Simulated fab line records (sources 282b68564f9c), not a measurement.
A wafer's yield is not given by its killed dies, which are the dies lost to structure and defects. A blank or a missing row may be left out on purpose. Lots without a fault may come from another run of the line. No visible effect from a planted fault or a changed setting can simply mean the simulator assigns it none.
A lot that was struck, set against a sound lot    flow rit_cmos    16 steps out of a route of 202
Sound: these wafers, L916.1, L916.2, L916.5. Struck: wafers L924.1, L924.4, L924.6. Last of all comes the cause.
Order at every step that has rows: each side's tool, ch and its chambers, its first start. Under that, the readings that differ: sound wafers    struck wafers    difference of the means    sigmas: that difference in standard deviations of wafers without a fault.
alike: words and numbers the same on both sides, and readings whose means are apart by under 2 such deviations; not compared: readings that were withheld, readings missing a value for some wafer, numbers with overlapping values and no deviation given by the record, and bounds like >300 which may hide the same value.
Wherever a step has rows on one side only, a row that says differs or no value, or a row with sigmas, the two part there. Non-overlapping numbers with no deviation appear without sigmas and do not part them. Lack of a reading on every wafer of one side parts them only where that side has two or more wafers.

first, 4 steps without rows for these wafers: RIT_PLDD_SOFTBAKE_02 (time 60 s); RIT_PLDD_EXPOSE_03 (exposes mask M8, target cd 40900 nm); RIT_PLDD_PEB_04; RIT_PLDD_DEVELOP_05 (develop time 50 s).
RIT_PLDD_OVL_MEAS_06:
  sound on overlay-02, day 4 16:20; struck on overlay-02, day 6 08:44
  alike: PLDD_OVL
then, 2 steps without rows for these wafers: RIT_PLDD_HARDBAKE_07 (time 60 s); RIT_PLDD_IMPLANT_08.
RIT_PLDD_STRIP_09: strips in O2, time 180 s.
  sound on plasma_asher-04 ch 0,1, day 4 16:40; struck on plasma_asher-01 ch 0, day 6 09:04
  alike: drypump_motor_current_A
  not compared: rf_hours_counter_h
RIT_PLDD_TW_MEAS_10:
  sound on film_metro-02, day 4 16:50; struck on film_metro-02, day 6 09:15
  alike: PLDD_TW
then, 3 steps without rows for these wafers: RIT_SPACER_CLEAN_00 (cleans in SC1, time 600 s); RIT_SPACER_CLEAN_01 (cleans in dHF, time 30 s); RIT_SPACER_CLEAN_02 (cleans in SC2, time 600 s).
RIT_SPACER_CVD_03: deposits Si3N4 from SiH2Cl2/NH3, target thk 250 nm, time 3300 s.
  sound on lpcvd-01 ch 0, day 4 17:22; struck on lpcvd-01 ch 1, day 6 09:42
reading                                   sound              struck             difference  sigmas
model.Si3N4_of_SPACER_CVD_03.thk_nm (nm)  250.1 248.6 247.6  342.1 343.2 343.5  +94.2       
  alike: zone_power_load_pct
RIT_SPACER_THK_MEAS_04:
  sound on film_metro-02, day 4 19:17; struck on film_metro-01, day 6 11:37
reading                  sound              struck             difference  sigmas
SPACER_NITRIDE_THK (nm)  250.2 248.5 247.5  341.9 343.2 343.6  +94.2       +47
RIT_SPACER_ETCHBACK_05: etches Si3N4 in SF6/CHF3, stops on SiO2, target depth 250 nm, time 240 s.
  sound on rie_diel-01 ch 0,1,2, day 4 19:21; struck on rie_diel-04 ch 1,3, day 6 11:41
reading                                   sound              struck             difference  sigmas
oes_product_au (a.u.)                     0.833 0.848 0.841  1.003 1.004 0.997  +0.161      +15
model.Si3N4_of_SPACER_CVD_03.thk_nm (nm)  195.5 194.8 192.5  268.2 270.9 269.4  +75.2       
model.etch.depth_nm (nm)                  250.1 248.6 247.6  312.3 304.3 312    +60.8       
  alike: drypump_motor_current_A, throttle_valve_pct
  not compared: rf_hours_counter_h
then, 1 step without rows for these wafers: RIT_NSD_HMDS_00 (prime time 60 s).

## WHERE THEY PART
First at RIT_SPACER_THK_MEAS_04; last, within this record, at RIT_SPACER_ETCHBACK_05.

WHY: what the simulator had put in
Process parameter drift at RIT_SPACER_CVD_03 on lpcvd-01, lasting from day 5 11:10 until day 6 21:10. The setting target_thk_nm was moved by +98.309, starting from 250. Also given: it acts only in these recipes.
